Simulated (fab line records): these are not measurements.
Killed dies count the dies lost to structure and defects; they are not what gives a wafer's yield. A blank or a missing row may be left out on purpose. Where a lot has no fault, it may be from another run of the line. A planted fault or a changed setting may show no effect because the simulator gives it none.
The tool behind it: which one? -- flow rit_cmos -- 39 wafers from 13 lots sampled at 2 of the route's 202 steps

== WHAT EACH GAUGE READ, for each wafer ==
RIT_SPACER_THK_MEAS_04. Usual: SPACER_NITRIDE_THK typically reads 249.9 nm, with standard deviation 2.1.
lot,measured,on,SPACER_NITRIDE_THK (nm),flag
L143,day 2 22:25,film_metro-02,249.2 251.4 250.4,
L144,day 3 02:34,film_metro-02,251.1 250.4 252.6,
L145,day 3 08:38,film_metro-01,253.0 248.4 249.5,
L146,day 3 15:10,film_metro-04,248.0 251.3 250.8,
L148,day 3 23:35,film_metro-01,252.7 253.1 253.9,
L149,day 4 04:24,film_metro-02,246.3 248.5 248.7,
L152,day 5 00:05,film_metro-02,415.1 415.8 415.1 415.1 415.9 415.3,OFF
L155,day 5 13:57,film_metro-01,250.6 249.5 247.9,
L156,day 6 02:38,film_metro-02,250.0 247.5 248.9,
L157,day 6 06:19,film_metro-01,248.8 248.4 249.4,
L158,day 6 10:47,film_metro-02,247.0 247.8 247.7,
L159,day 6 10:46,film_metro-04,248.6 249.5 252.0,
L160,day 6 17:40,film_metro-02,250.1 248.1 247.9,

== TOOL THAT RAN EACH LOT (tool first, then ch and the chambers of the sampled wafers, then the start) ==
lot,RIT_SPACER_CVD_03
L143,"lpcvd-01 ch 1, day 2 20:29"
L144,"lpcvd-01 ch 0, day 3 00:38"
L145,"lpcvd-01 ch 1, day 3 06:42"
L146,"lpcvd-01 ch 0, day 3 13:14"
L148,"lpcvd-01 ch 1, day 3 21:41"
L149,"lpcvd-02 ch 0, day 4 01:29"
L152,"lpcvd-02 ch 0, day 4 21:12"
L155,"lpcvd-02 ch 1, day 5 11:04"
L156,"lpcvd-01 ch 1, day 6 00:43"
L157,"lpcvd-01 ch 1, day 6 04:23"
L158,"lpcvd-01 ch 1, day 6 08:52"
L159,"lpcvd-01 ch 0, day 6 08:52"
L160,"lpcvd-01 ch 1, day 6 15:44"
- RIT_SPACER_CVD_03: deposits Si3N4 from SiH2Cl2/NH3, target thk 250 nm, time 3300 s.

== WHAT THE TOOLS THEMSELVES READ (means of the sampled wafers that have a number; where no wafer has one, the mark that the record gives instead) ==
RIT_SPACER_CVD_03. Usual: spike_tc_centre_C 811.5 C, standard deviation 1.1; spike_tc_load_C 835.2 C, standard deviation 2; spike_tc_source_C 833 C, standard deviation 3.5; susceptor_temp_C 810.0 C, standard deviation 0.33; zone_power_source_pct 22 %, standard deviation 4.
lot,tool,spike_tc_centre_C (C),spike_tc_load_C (C),spike_tc_source_C (C),susceptor_temp_C (C),zone_power_source_pct (%),flag
L143,lpcvd-01,811.3,836.5,829,810.2,18,
L144,lpcvd-01,810.7,833.4,839,810.4,22,
L145,lpcvd-01,811.5,835.8,830,809.9,18,
L146,lpcvd-01,811.2,834.3,839,810.2,22,
L148,lpcvd-01,811.0,836.9,829,810.1,18,
L149,lpcvd-02,812.3,836.3,836,809.9,28,
L152,lpcvd-02,856.2,881.7,880,854.9,32,OFF
L155,lpcvd-02,813.2,832.1,833,809.4,21,
L156,lpcvd-01,811.9,835.5,829,810.2,18,
L157,lpcvd-01,810.7,835.7,829,809.7,18,
L158,lpcvd-01,811.1,836.1,829,810.4,18,
L159,lpcvd-01,810.1,832.8,839,810.0,22,
L160,lpcvd-01,810.3,836.2,829,810.1,18,

== THE ANSWER, worked out from the rows above alone ==
Rule: a lot is off if the mean of its wafers that have a number lies more than 3 standard deviations from the usual mean. A lot without any number at a reading at which 4 lots or more have one is off too. Where the step has rows for the other lots, those lots are counted as sound. First the gauges in route order, then the tools' own readings, where a lot's mean is used as printed above. The first step at which some lot is off is used, and at that step the reading that is off furthest; a lot without a number counts as furthest.
Off: at RIT_SPACER_THK_MEAS_04 (SPACER_NITRIDE_THK), L152.
If a tool, at a process step before that reading, ran all the lots that are off and no sound lot after the first of them, it fits. The gauges at RIT_SPACER_THK_MEAS_04 aren't tried: what is off there is off at RIT_SPACER_CVD_03 too, on other tools, and a gauge's error can't cause that. Of those tried, none fits.

== WHAT HAD BEEN PUT IN BY THE SIMULATOR ==
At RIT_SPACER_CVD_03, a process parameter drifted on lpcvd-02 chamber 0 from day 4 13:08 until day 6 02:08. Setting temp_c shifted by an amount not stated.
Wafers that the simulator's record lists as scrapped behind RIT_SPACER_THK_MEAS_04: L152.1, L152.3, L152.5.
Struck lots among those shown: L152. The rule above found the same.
